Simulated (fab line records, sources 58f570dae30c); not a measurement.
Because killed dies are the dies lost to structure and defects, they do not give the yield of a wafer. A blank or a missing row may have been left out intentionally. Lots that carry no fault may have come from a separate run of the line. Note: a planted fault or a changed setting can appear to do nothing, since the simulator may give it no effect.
Which tool was responsible?	flow berkeley_cmos170	14 lots, 42 wafers sampled, at 4 steps of a route of 331

## WHAT THE GAUGES READ, wafer by wafer
UCB170_NSD_OVL_MEAS_07. Usual: NSD_OVL gives -3 nm (standard deviation 4.8).
lot	measured	on	NSD_OVL (nm)	flag
L797	day 8 08:02	overlay-01	0 0 -9	
L799	day 8 12:26	overlay-01	-7 -10 -8	
L802	day 8 21:37	overlay-02	-1 0 -1	
L800	day 8 21:46	overlay-01	1 1 -5	
L801	day 8 22:01	overlay-02	-3 -6 -4	
L803	day 8 22:18	overlay-01	-7 2 1	
L804	day 9 10:34	overlay-01	-5 6 1	
L805	day 9 11:07	overlay-01	-6 -7 -12	
L817	day 11 17:55	overlay-01	7 0 -1	
L816	day 11 17:56	overlay-02	-9 -7 -9	
L813	day 11 18:13	overlay-02	-3 -3 -2	
L818	day 12 13:29	overlay-01	0 -5 -4	
L820	day 12 23:10	overlay-02	-2 -1 -2	
L819	day 13 00:23	overlay-02	-2 -1 -9	

UCB170_V2_OVL_MEAS_13. Usual: V2_OVL gives -5 nm (standard deviation 5.7).
lot	measured	on	V2_OVL (nm)	flag
L797	day 9 06:50	overlay-01	-1 -4 0	
L799	day 9 12:14	overlay-02	-15 -10 -13	
L802	day 9 19:25	overlay-02	-5 -6 -4	
L800	day 9 18:02	overlay-02	-8 -9 -6	
L801	day 9 20:48	overlay-02	-4 -11 -3	
L805	day 10 10:54	overlay-01	3 -8 4	
L817	day 12 15:54	overlay-01	2 -4 -6	
L816	day 12 18:27	overlay-01	-8 -15 -17	
L813	day 12 17:29	overlay-01	-2 -3 -2	
L818	day 13 10:39	overlay-01	2 -2 -6	
L820	day 13 20:13	overlay-02	0 -9 -9	
L819	day 13 23:22	overlay-02	-18 -15 -15	

## TOOL THAT RAN EACH LOT (tool first, then ch and the chambers of the sampled wafers, then the start)
lot	UCB170_SDANNEAL_RTA_00	UCB170_V2_CVD_00
L797	rtp_anneal-02 ch 0, day 8 10:08	pecvd-03 ch 0,1,2, day 9 04:20
L799	rtp_anneal-02 ch 0, day 8 13:44	pecvd-04 ch 1,2, day 9 10:16
L802	rtp_anneal-02 ch 0, day 9 00:17	pecvd-04 ch 0,1,2, day 9 17:24
L800	rtp_anneal-02 ch 0, day 9 00:37	pecvd-01 ch 0,1,2, day 9 16:05
L801	rtp_anneal-02 ch 0, day 9 00:47	pecvd-03 ch 0,1,2, day 9 18:58
L803	rtp_anneal-02 ch 0, day 9 01:04	pecvd-01 ch 0,1, day 9 19:04
L804	rtp_anneal-02 ch 0, day 9 14:51	pecvd-03 ch 0,1,2, day 10 05:14
L805	rtp_anneal-02 ch 0, day 9 15:03	pecvd-04 ch 0,1, day 10 08:47
L817	rtp_anneal-02 ch 0, day 11 19:13	pecvd-03 ch 0,1,2, day 12 11:21
L816	rtp_anneal-01 ch 0, day 11 19:17	pecvd-04 ch 0,2, day 12 16:09
L813	rtp_anneal-01 ch 0, day 11 19:58	pecvd-04 ch 0,2, day 12 15:03
L818	rtp_anneal-01 ch 0, day 12 16:27	pecvd-04 ch 0,1,2, day 13 08:44
L820	rtp_anneal-02 ch 0, day 13 00:29	pecvd-04 ch 0,1,2, day 13 18:02
L819	rtp_anneal-01 ch 0, day 13 01:49	pecvd-03 ch 1,2, day 13 20:41
- UCB170_SDANNEAL_RTA_00: time 10 s.
- UCB170_V2_CVD_00: deposits SiO2 from TEOS/O2, target thk 2000 nm, time 250 s.

## WHAT THE TOOLS THEMSELVES READ (means of the sampled wafers that have a number; where no wafer has one, the mark that the record gives instead)
UCB170_SDANNEAL_RTA_00. Usual: lamp_power_pct 23.91 %, standard deviation 0.16; wafer_temp_C_max 904.1, standard deviation 0.89.
lot	tool	lamp_power_pct (%)	wafer_temp_C_max	flag
L797	rtp_anneal-02	24.01	904.3	
L799	rtp_anneal-02	24.01	903.9	
L802	rtp_anneal-02	24.03	904.8	
L800	rtp_anneal-02	24.03	904.0	
L801	rtp_anneal-02	24.04	904.7	
L803	rtp_anneal-02	24.02	903.9	
L804	rtp_anneal-02	24.01	904.3	
L805	rtp_anneal-02	24.02	904.7	
L817	rtp_anneal-02	24.01	903.9	
L816	rtp_anneal-01	23.70	904.3	
L813	rtp_anneal-01	23.71	904.1	
L818	rtp_anneal-01	23.68	903.7	
L820	rtp_anneal-02	24.05	903.8	
L819	rtp_anneal-01	23.71	904.0	

UCB170_V2_CVD_00. Usual: heater_power_w 237 W, standard deviation 67; pressure_mtorr 9000 mTorr, standard deviation 20.
lot	tool	heater_power_w (W)	pressure_mtorr (mTorr)	flag
L797	pecvd-03	210	9012	
L799	pecvd-04	316	8997	
L802	pecvd-04	273	9018	
L800	pecvd-01	156	9006	
L801	pecvd-03	187	8992	
L803	pecvd-01	-	-	OFF
L804	pecvd-03	-	-	OFF
L805	pecvd-04	286	9008	
L817	pecvd-03	208	8991	
L816	pecvd-04	312	9005	
L813	pecvd-04	254	9005	
L818	pecvd-04	298	8992	
L820	pecvd-04	282	9013	
L819	pecvd-03	186	8997	

## THE ANSWER, worked out from the rows above alone
Rule: take the mean of a lot's wafers that have a number; if it is more than 3 standard deviations from the usual mean, the lot is off. A lot without any number at a reading at which 4 lots or more have one is off too. The other lots that the step has rows for count as sound. The gauges are gone through in route order, then the tools' own readings, and for those a lot's mean is taken as printed above. At the first step where some lot is off, the reading lying furthest off is the one used; lots without a number count as furthest.
Off: L803, L804, at UCB170_V2_CVD_00 (heater_power_w). Without a number there: L803, L804.
If a tool, at that step or one of the process steps before it, ran each lot that is off and ran no sound lot following the first of them, it fits. Of those tried, none fits.

## WHAT WAS PUT IN BY THE SIMULATOR
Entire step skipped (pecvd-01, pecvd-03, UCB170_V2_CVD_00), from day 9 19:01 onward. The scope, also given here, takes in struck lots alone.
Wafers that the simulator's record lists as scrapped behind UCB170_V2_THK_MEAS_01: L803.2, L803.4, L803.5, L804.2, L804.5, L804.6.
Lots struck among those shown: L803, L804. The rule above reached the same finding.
